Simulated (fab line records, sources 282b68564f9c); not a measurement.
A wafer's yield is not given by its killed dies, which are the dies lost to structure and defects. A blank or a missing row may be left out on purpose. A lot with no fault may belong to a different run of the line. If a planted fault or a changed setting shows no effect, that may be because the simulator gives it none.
fab line records -- flow ritCmos
record lots=6, wafers=18, lastDay=7
route steps=202 shown NSD@135 PSD@142
lots untouched by any fault: they come from a run of this same line in which no faults occurred
startH: start of the lot's first displayed wafer, in hours after the record's first day -- waitH: time in hours since the lot's previous step -- " identical to the entry in the row above -- L1.1+2: a single row standing in for several wafers -- - value missing, or start not given -- * or withheld: withheld -- < > ~ a bound
route shown NAME@n: names a module that has steps shown in the file, with the first one's number in the route -- usual: mean and standard deviation over wafers with no fault -- same: alike in all rows -- chamber/n: place in a boat -- sites: per-site readings -- _std_site: how widely they spread, as a standard deviation -- _edge_site: inner sites' mean taken away from outer sites' mean -- radiusMm: for every site, how far away it sits from the centre of the wafer -- mask NAME#n: copy n -- behind: the tool/chamber that last shaped the wafer -- hold: what put the lot on hold/how long, in hours/how the hold closed -- device: the n, p or np transistor that did not switch -- end of line: tests of these same wafers at the route's end -- for a step that has no rows: nothing shown but its recipe -- killed: count of dies lost to structure and defects at first sort (not the wafer's yield) -- map: shows each die of a wafer: x if killed, . if not, _ if none is there
set.NAME: the run value of the setting; set.NAME@STEP: its run value at that earlier step -- model.NAME: the simulator's own value behind a step, which no gauge read
a table for each step, a row for each wafer; lots at some steps of the route
services: a tool's chamber out of use, with start hour (startH, from the record's first day; less than 0 if before it), hours out, and reason
## steps
# step RIT_NSD_PEB_04
# recipe resist=NOVOLAK, tempC=withheld, timeS=withheld
# step RIT_NSD_DEVELOP_05
# recipe resist=NOVOLAK, developTimeS=50, devTempC=23
# step RIT_NSD_OVL_MEAS_06
# usual NSD_OVL=-0.3/1.3
lot.wafer,tool,chamber,startH,waitH,NSD_OVL[nm]
L811.1,overlay-02,-,51.96,-,0.5
L811.2,overlay-02,-,51.96,-,-0.1
L811.4,overlay-02,-,51.96,-,0.9
L813.2,overlay-02,-,62.53,-,0.3
L813.3,overlay-02,-,62.53,-,1.2
L813.6,overlay-02,-,62.53,-,0.4
L824.1,overlay-02,-,119.20,-,-1.9
L824.4,overlay-02,-,119.20,-,-1.3
L824.5,overlay-02,-,119.20,-,-0.5
L825.1,overlay-01,-,121.23,-,-0.2
L825.2,overlay-01,-,121.23,-,-1.6
L825.5,overlay-01,-,121.23,-,-2.7
L830.1,overlay-01,-,147.74,-,0.2
L830.2,overlay-01,-,147.74,-,-0.3
L830.6,overlay-01,-,147.74,-,-1.5
L831.3,overlay-01,-,151.27,-,-0.9
L831.4,overlay-01,-,151.27,-,-1.8
L831.6,overlay-01,-,151.27,-,-3.9
# step RIT_NSD_HARDBAKE_07
# recipe resist=NOVOLAK, tempC=140, timeS=60
# step RIT_NSD_IMPLANT_08
# recipe species=P, energyKev=25, doseCm2=1e+15, tiltDeg=7
# step RIT_NSD_STRIP_09
# recipe chemistry=O2, timeS=180, resist=NOVOLAK, platenTempC=withheld, powerW=500, pressureMtorr=4000, o2FlowSccm=4000
# usual drypumpMotorCurrentA=5.8/0.32
lot.wafer,tool,chamber,startH,waitH,drypumpMotorCurrentA,rfHoursCounterH
L811.1,plasmaAsher-04,1,52.30,0.1,5.8,41
L811.2,plasmaAsher-04,0,52.30,0.1,5.5,41
L811.4,plasmaAsher-04,0,52.30,0.1,5.5,-
L813.2,plasmaAsher-04,0,62.86,0.1,5.5,42
L813.3,plasmaAsher-04,0,62.86,0.1,5.5,-
L813.6,plasmaAsher-04,0,62.86,0.1,5.5,-
L824.1,plasmaAsher-01,0,119.54,0.1,5.6,50
L824.4,plasmaAsher-01,0,119.54,0.1,5.5,-
L824.5,plasmaAsher-01,0,119.54,0.1,5.6,-
L825.1,plasmaAsher-01,1,121.56,0.1,6.3,51
L825.2,plasmaAsher-01,0,121.56,0.1,5.5,51
L825.5,plasmaAsher-01,0,121.56,0.1,5.6,-
L830.1,plasmaAsher-04,0,148.07,0.1,5.5,51
L830.2,plasmaAsher-04,1,148.07,0.1,5.7,51
L830.6,plasmaAsher-04,1,148.07,0.1,5.7,-
L831.3,plasmaAsher-03,1,151.65,0.1,5.4,-
L831.4,plasmaAsher-03,0,151.65,0.1,6.0,-
L831.6,plasmaAsher-03,1,151.65,0.1,5.4,-
# step RIT_NSD_TW_MEAS_10
# usual NSD_TW=3146/51
lot.wafer,tool,chamber,startH,waitH,NSD_TW
L811.1,filmMetro-01,-,52.47,0.1,3217
L811.2,filmMetro-01,-,52.47,0.1,3212
L811.4,filmMetro-01,-,52.47,0.1,3211
L813.2,filmMetro-02,-,63.04,0.1,3076
L813.3,filmMetro-02,-,63.04,0.1,3087
L813.6,filmMetro-02,-,63.04,0.1,3070
L824.1,filmMetro-02,-,119.71,0.1,3080
L824.4,filmMetro-02,-,119.71,0.1,3098
L824.5,filmMetro-02,-,119.71,0.1,3093
L825.1,filmMetro-02,-,121.74,0.1,3071
L825.2,filmMetro-02,-,121.74,0.1,3069
L825.5,filmMetro-02,-,121.74,0.1,3069
L830.1,filmMetro-04,-,148.25,0.1,3129
L830.2,filmMetro-04,-,148.25,0.1,3104
L830.6,filmMetro-04,-,148.25,0.1,3126
L831.3,filmMetro-04,-,151.79,0.1,3123
L831.4,filmMetro-04,-,151.79,0.1,3136
L831.6,filmMetro-04,-,151.79,0.1,3116
# step RIT_PSD_HMDS_00
# recipe primeTimeS=60, primeTempC=140
# step RIT_PSD_COAT_01
# recipe resist=NOVOLAK, spinRpm=3250, resistThkNm=1000
# step RIT_PSD_SOFTBAKE_02
# recipe resist=NOVOLAK, tempC=90, timeS=60
# step RIT_PSD_EXPOSE_03
# recipe maskId=M10, na=0.57, targetCdNm=40900, doseMj=250
# step RIT_PSD_PEB_04
# recipe resist=NOVOLAK, tempC=withheld, timeS=withheld
# step RIT_PSD_DEVELOP_05
# recipe resist=NOVOLAK, developTimeS=50, devTempC=23
# usual chillPlateTempC=23.00/0.1, developTimeS=50/0
lot.wafer,tool,chamber,startH,waitH,chillPlateTempC,developTimeS
L811.1,lithoTrack-01,0,53,-,23.14,50
L811.2,lithoTrack-01,0,53,-,23.05,50
L811.4,lithoTrack-01,0,53,-,23.18,50
L813.2,lithoTrack-03,0,63,-,22.83,50
L813.3,lithoTrack-03,0,63,-,23.00,50
L813.6,lithoTrack-03,0,64,-,23.03,50
L824.1,lithoTrack-03,-,120,-,-,-
L824.4,lithoTrack-03,-,120,-,-,-
L824.5,lithoTrack-03,-,120,-,-,-
L825.1,lithoTrack-01,-,122,-,-,-
L825.2,lithoTrack-01,-,122,-,-,-
L825.5,lithoTrack-01,-,122,-,-,-
L830.1,lithoTrack-02,0,149,-,23.05,50
L830.2,lithoTrack-02,0,149,-,23.07,50
L830.6,lithoTrack-02,0,149,-,22.99,50
L831.3,lithoTrack-02,0,152,-,22.96,50
L831.4,lithoTrack-02,0,152,-,23.04,50
L831.6,lithoTrack-02,0,152,-,22.97,50
# step RIT_PSD_OVL_MEAS_06
# usual PSD_OVL=0.6/1.3
lot.wafer,tool,chamber,startH,waitH,PSD_OVL[nm]
L811.1,overlay-02,-,53.38,-,2.2
L811.2,overlay-02,-,53.38,-,0.5
L811.4,overlay-02,-,53.38,-,0.3
L813.2,overlay-02,-,64.07,-,1.1
L813.3,overlay-02,-,64.07,-,-0.1
L813.6,overlay-02,-,64.07,-,0.1
L824.1,overlay-02,-,120.62,-,-
L824.4,overlay-02,-,120.62,-,-
L824.5,overlay-02,-,120.62,-,-
L825.1,overlay-02,-,122.65,-,-
L825.2,overlay-02,-,122.65,-,-
L825.5,overlay-02,-,122.65,-,-
L830.1,overlay-01,-,149.28,-,1.9
L830.2,overlay-01,-,149.28,-,2.4
L830.6,overlay-01,-,149.28,-,1.9
L831.3,overlay-02,-,152.86,-,-0.3
L831.4,overlay-02,-,152.86,-,0.1
L831.6,overlay-02,-,152.86,-,-0.9
## services
tool,chamber,startH,hours,kind
plasmaAsher-03,-,108.75,9.0,pm
plasmaAsher-03,0,108.75,9.0,ventCycle
plasmaAsher-03,1,108.75,9.0,ventCycle
plasmaAsher-03,0,117.75,-,clean
plasmaAsher-03,1,117.75,-,clean
## key
firstSign step=RIT_PSD_DEVELOP_05, reading=toolRecord, direction=missing
effect none on later readings
metAt RIT_PSD_DEVELOP_05
struckWafers L824.1,L824.4,L824.5,L825.1,L825.2,L825.5
sortLeftOut L824.1,L824.4,L824.5,L825.1,L825.2,L825.5
testerLeftOut L824,L825
onsetBetween 63 120
fault kind=skippedStepWhole, tool=lithoTrack-01,lithoTrack-03, chamber=-, onsetH=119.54, steps=RIT_PSD_DEVELOP_05, scope=struckLotsOnly
# testerLeftOut: of these lots the tester's yield and bins aren't shown, on N5 and GAA mostly nor the transistor test; their killed dies are dies lost to structure and defects alone, not to doping, threshold or leakage, so they don't give the yield
# sortLeftOut: the simulated sort isn't trusted on such a fault, so these wafers' sort isn't shown, and their yield isn't known
